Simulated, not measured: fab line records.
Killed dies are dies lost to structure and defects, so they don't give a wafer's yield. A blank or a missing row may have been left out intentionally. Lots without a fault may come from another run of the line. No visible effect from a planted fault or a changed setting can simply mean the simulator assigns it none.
Which of the tools did it? -- flow berkeley_cmos170 -- 42 wafers from 14 lots sampled at 5 of the route's 331 steps

== WHAT THE GAUGES READ, wafer by wafer ==
UCB170_CONTACT_CD_MEAS_15 targets a cd of 700 nm.
lot,measured,on,cd_nm (nm)
L415,day 7 01:12,cd_sem-01,699.9 699.7 701.0
L416,day 7 11:36,cd_sem-01,699.7 699.7 701.2
L418,day 8 01:05,cd_sem-02,699.4 699.3 699.2
L420,day 8 12:25,cd_sem-01,698.9 698.0 697.1
L425,day 9 04:05,cd_sem-01,700.6 701.1 701.0
L424,day 9 04:13,cd_sem-01,702.3 701.8 701.4
L423,day 9 05:59,cd_sem-01,699.8 700.0 700.6
L426,day 9 22:08,cd_sem-02,700.4 700.3 699.4
L428,day 10 09:32,cd_sem-02,701.3 703.2 700.1
L430,day 10 09:41,cd_sem-01,698.1 697.1 698.9
L429,day 10 16:47,cd_sem-01,700.1 699.4 700.2
L433,day 11 09:11,cd_sem-01,699.0 698.7 697.2
L436,day 11 09:29,cd_sem-01,701.6 699.9 700.8
L437,day 11 10:29,cd_sem-01,698.2 698.6 698.7

UCB170_CONTACT_OVL_MEAS_16.
lot,measured,on,CONTACT_OVL (nm)
L415,day 7 01:19,overlay-02,-5 -1 1
L416,day 7 11:43,overlay-02,-2 -4 -7
L418,day 8 01:13,overlay-02,1 -2 2
L420,day 8 12:32,overlay-02,-8 -7 -3
L425,day 9 04:13,overlay-01,-10 -7 -1
L424,day 9 04:20,overlay-01,-2 -5 0
L423,day 9 06:07,overlay-02,-12 -13 -14
L426,day 9 22:14,overlay-02,-10 -2 1
L428,day 10 09:37,overlay-02,-1 -8 -4
L430,day 10 09:47,overlay-01,4 -3 -4
L429,day 10 16:54,overlay-02,-5 -11 -9
L433,day 11 09:18,overlay-02,-11 -5 -15
L436,day 11 09:35,overlay-01,-4 -4 -4
L437,day 11 10:36,overlay-01,-1 -8 -10

UCB170_M1_OVL_MEAS_10.
lot,measured,on,M1_OVL (nm)
L415,day 7 04:08,overlay-02,-2 -8 -1
L416,day 7 13:55,overlay-01,-4 -5 -5
L418,day 8 03:42,overlay-02,-3 -11 -1
L420,day 8 14:25,overlay-02,-1 2 -5
L425,day 9 06:56,overlay-01,-12 -14 -9
L424,day 9 07:07,overlay-02,-10 -5 -4
L423,day 9 08:22,overlay-02,-7 -2 -5
L426,day 10 00:31,overlay-02,-9 -4 -2
L428,day 10 12:31,overlay-01,-9 -7 -4
L430,day 10 12:40,overlay-01,-3 -1 -7
L429,day 10 20:06,overlay-02,-12 -10 -11
L433,day 11 12:08,overlay-02,-12 -10 -10
L436,day 11 12:58,overlay-02,2 7 -5
L437,day 11 13:17,overlay-02,-4 -13 -11

UCB170_V1_THK_MEAS_04.
lot,measured,on,V1_POLISHED_THK (nm)
L415,day 7 07:25,film_metro-02,999.9 1000.7 1001.0
L416,day 7 18:20,film_metro-03,997.6 999.5 998.7
L418,day 8 07:55,film_metro-03,1000.6 998.3 1001.3
L420,day 8 19:37,film_metro-01,1001.9 1001.2 1000.0
L425,day 9 13:22,film_metro-03,1001.7 996.7 998.9
L424,day 9 13:04,film_metro-03,999.1 998.1 998.0
L423,day 9 13:22,film_metro-02,1001.3 1000.3 997.9
L426,day 10 06:34,film_metro-01,1000.7 1003.4 1002.5
L428,day 10 15:20,film_metro-03,1000.7 999.9 995.0
L430,day 10 17:49,film_metro-03,1000.3 998.1 999.4
L429,day 10 22:38,film_metro-03,1964.1 1995.5 1984.1
L433,day 11 15:49,film_metro-03,1962.9 1945.6 2015.7
L436,day 11 15:49,film_metro-01,1001.8 1003.0 1001.5
L437,day 11 16:07,film_metro-03,1001.2 999.2 1000.2

== WHICH TOOL RAN EACH LOT (tool, then ch and the chambers of the sampled wafers, then the start) ==
lot,UCB170_V1_CMP_02
L415,"cmp-02 ch 0,2,3, day 7 06:59"
L416,"cmp-02 ch 1,2,3, day 7 18:04"
L418,"cmp-02 ch 1,3, day 8 07:32"
L420,"cmp-01 ch 0,1,3, day 8 19:14"
L425,"cmp-02 ch 1,2,3, day 9 12:59"
L424,"cmp-01 ch 0,2, day 9 12:38"
L423,"cmp-01 ch 1,3, day 9 12:56"
L426,"cmp-01 ch 2,3, day 10 06:07"
L428,"cmp-02 ch 1,2, day 10 14:56"
L430,"cmp-01 ch 0,2, day 10 17:26"
L429,"cmp-02 ch 0,1, day 10 22:13"
L433,"cmp-01 ch 0,1,3, day 11 15:23"
L436,"cmp-02 ch 0,2, day 11 15:23"
L437,"cmp-02 ch 0,2,3, day 11 15:44"
- UCB170_V1_CMP_02: polishes SiO2.

== WHAT THE TOOLS THEMSELVES READ (means of the sampled wafers that have a number; where no wafer has one, the mark that the record gives instead) ==
UCB170_V1_CMP_02.
lot,tool,edge_zone_pressure_frac,head_pressure_psi (psi),motor_current_A (A)
L415,cmp-02,1.004,5.992,15.6
L416,cmp-02,1.001,5.998,16.8
L418,cmp-02,1.002,5.988,16.5
L420,cmp-01,1.001,6.000,17.2
L425,cmp-02,0.998,6.004,16.6
L424,cmp-01,0.996,6.000,14.2
L423,cmp-01,0.997,5.995,18.3
L426,cmp-01,1.000,5.994,16.7
L428,cmp-02,1.003,5.982,16.7
L430,cmp-01,0.994,6.005,14.7
L429,cmp-02,-,-,-
L433,cmp-01,-,-,-
L436,cmp-02,1.002,6.013,16.0
L437,cmp-02,1.000,5.988,16.0

== THE ANSWER, worked out from the rows above alone ==
Rule: usual is defined by the lots themselves. The widest of any qualifying gaps counts: lots, ordered by their means at a reading, are off when they make up no more than a third of the lots, leave a main group of 4 or more, and stand apart from it by 3 or more times the standard deviation of that group's means. Not used: any main group whose means are identical at the precision the tables above print for the reading. A lot without any number at a reading at which 4 lots or more have one is off too. Where the step has rows for the other lots, those lots are counted as sound. Order of review: gauges by route order, followed by the tools' own readings, for which a lot's mean as printed above is used. At the first step where some lot is off, the reading lying furthest off is the one used; lots without a number count as furthest.
Off: L429, L433, seen at UCB170_V1_THK_MEAS_04 (V1_POLISHED_THK). Main group: mean 1000.0 nm, sd 1.2.
A tool fits if, at a process step before that reading, it ran every lot that is off, and no sound lot after the first of them. Not tried: the gauges at UCB170_V1_THK_MEAS_04; whatever is off there is also off at UCB170_V1_CMP_02, on other tools, and gauge error can't account for it. Of those tried, none fits.

== WHAT THE SIMULATOR HAD INSERTED ==
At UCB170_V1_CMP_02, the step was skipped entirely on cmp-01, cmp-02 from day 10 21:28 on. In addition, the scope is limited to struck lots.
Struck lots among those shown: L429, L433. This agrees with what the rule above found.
